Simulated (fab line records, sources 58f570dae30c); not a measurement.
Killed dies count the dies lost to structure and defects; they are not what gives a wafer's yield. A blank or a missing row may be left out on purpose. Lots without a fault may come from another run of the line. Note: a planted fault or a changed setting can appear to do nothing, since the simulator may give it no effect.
Matching of chambers | flow berkeley_cmos170 | UCB170_V1_CVD_00 on pecvd-04 has 3 sister chambers
The step deposits SiO2 from TEOS/O2, target thk 2000 nm, time 250 s. 6 wafers are shown with their chamber, then 7 later ones without.

## WAFERS PAIRED WITH THEIR CHAMBERS
wafer  | chamber | heater_power_w (W) | rf_fwd_power_W (W)
L810.2 | 2       | 220                | 549.2
L817.1 | 1       | 270                | 550.6
L817.3 | 0       | 216                | 549.4
L817.5 | 2       | 266                | 543.4
L818.1 | 0       | 159                | 547.5
L818.2 | 1       | 303                | 546.6

## WAFERS WITHOUT THEIR CHAMBER
wafer  | heater_power_w (W) | rf_fwd_power_W (W)
L818.6 | 216                | 549.2
L822.1 | 183                | 547.0
L822.4 | 141                | 546.2
L822.5 | 216                | 550.5
L829.3 | 298                | 551.5
L829.4 | 148                | 548.7
L829.6 | 188                | 546.6

## WHICH CHAMBER EACH WENT THROUGH
wafer  | from the rows above          | in truth
L818.6 | can't be placed: 0 or 2 or 1 | 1
L822.1 | can't be placed: 0 or 2      | 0
L822.4 | can't be placed: 0 or 2      | 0
L822.5 | can't be placed: 0 or 2 or 1 | 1
L829.3 | can't be placed: 1 or 2      | 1
L829.4 | can't be placed: 0 or 2      | 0
L829.6 | can't be placed: 0 or 2      | 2
Correct placement for 0 of the 7. Not placeable from these rows: 7 (in 7, the candidates include the true chamber). 0 placed wrongly.
How it was worked out, from the rows above alone: a wafer's distance from a chamber is the root of the sum, over the readings, of the square of ((its reading less the chamber's mean) divided by the reading's scatter). The wafer belongs to the nearest chamber; if the next one is less than 2 further off, it can't be placed. Each chamber's mean is taken over the wafers shown for it. The scatter is the square root of a quotient: the sum, over the shown wafers, of each reading's squared deviation from its chamber's mean, divided by wafers minus chambers.
